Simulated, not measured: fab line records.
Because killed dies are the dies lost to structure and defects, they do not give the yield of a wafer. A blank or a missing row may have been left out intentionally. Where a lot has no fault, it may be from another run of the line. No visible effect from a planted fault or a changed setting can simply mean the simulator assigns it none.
Problem report, 8D (eight disciplines) form, completed by code -- flow berkeleyCmos170 -- the parts of the form that need people (team, actions taken, sign-off) are left out

## 1. THE ISSUE
UCB170_M2_CD_MEAS_15, cdNm: mean 694.0 nm on 2 wafers (1 lot); fault-free wafers 699.8 nm, standard deviation 1.2. Measured from the usual mean, that is -4.8 standard deviations.
The step: target cd 700 nm.
Seen first at day 9 11:52 on cdSem-02, wafer L269.4. Wafers with a number at this step in the record: 23, from 8 lots. Rule for "out" (also "out of limits"): further than 4 standard deviations from the usual mean. All remaining wafers that have a number are taken as sound.

## 2. WHAT IT IS, WHAT IT ISN'T
question,is,is not
which readings at this step,cdNm,-
which lots,L269,"L260, L262, L277, L279, L280, L281, L282"
which wafers of those lots,all that have a number,-
read on which gauges,cdSem-02,cdSem-01
when,from day 9 11:52,"up to then (6 sound wafers); but 15 sound wafers of L277, L279, L280, L281, L282 came after"

## 3. THE SUSPECTS, EACH WITH WHAT RULES IT OUT
Counting: any tool at a process step up to the reading is kept as a suspect provided that every lot that is out went through it and no sound lot did after the first of them.
- the gauge at UCB170_M2_CD_MEAS_15 has been ruled out. All the wafers that are out were read on cdSem-02, but those of them that UCB170_M2_EXPOSE_12 has rows for are out there too, on other tools.
- pvdSputter-04 at UCB170_M2_SPUTTER_01 (material Al, target thk 900 nm, time 120 s): kept. It ran the lot that is out, L269 (day 9 09:26), and no sound lot after that; its last sound lot up to then is L260 (day 7 10:11).
- plasmaAsher-03 at UCB170_M2_STRIP_07 (strips in O2): ruled out as a lasting fault. Following L269 (day 9 10:25), the first lot on it that is out, the sound lots L277, L280 were run on it.
- krfScanner-02 at UCB170_M2_EXPOSE_12 (exposes mask METAL2, target cd 700 nm): ruled out as a lasting fault. Following L269 (day 9 11:28), the first lot on it that is out, the sound lots L280, L281, L282 were run on it.
Left after counting: pvdSputter-04 at UCB170_M2_SPUTTER_01.

## 4. THE CAUSE (what the simulator had put in)
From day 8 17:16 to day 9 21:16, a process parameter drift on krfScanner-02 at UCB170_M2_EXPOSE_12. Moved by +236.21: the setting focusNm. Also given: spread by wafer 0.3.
Counting ruled it out, wrongly: the rule takes a fault to strike every lot that its tool runs from its start on, and this one did not.

## 5. THE CHAIN OF EFFECTS, in route order
Rows list readings where the struck wafers' mean (over those with a number) sits beyond 3 standard deviations from the usual. Only readings whose record carries a usual standard deviation are examined. hours: median over the lots of the time between each lot's start at the first step of this table that gives one and its start at this step. sigmas: the change, counted in usual standard deviations.
hours,step,reading,usual,on struck wafers,change,sigmas
0,UCB170_M2_EXPOSE_12,exposureDoseMJCm2,25.978,25.831,-0.147,-5.9
0,UCB170_M2_CD_MEAS_15,cdNm,699.8 nm,694.0,-5.8,-4.8
Its process steps:
- UCB170_M2_EXPOSE_12: exposes mask METAL2, target cd 700 nm.

## 6. WHAT WOULD HAVE CAUGHT IT SOONER
In this record the first reading out of limits at a measuring or inspecting step was taken at day 9 11:52, 19 hours after the fault began at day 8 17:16.
At UCB170_M2_EXPOSE_12, the tool's own readings (exposureDoseMJCm2) were out on each struck wafer the step has a row for, so an alarm limit on them would have fired on the first such wafer.
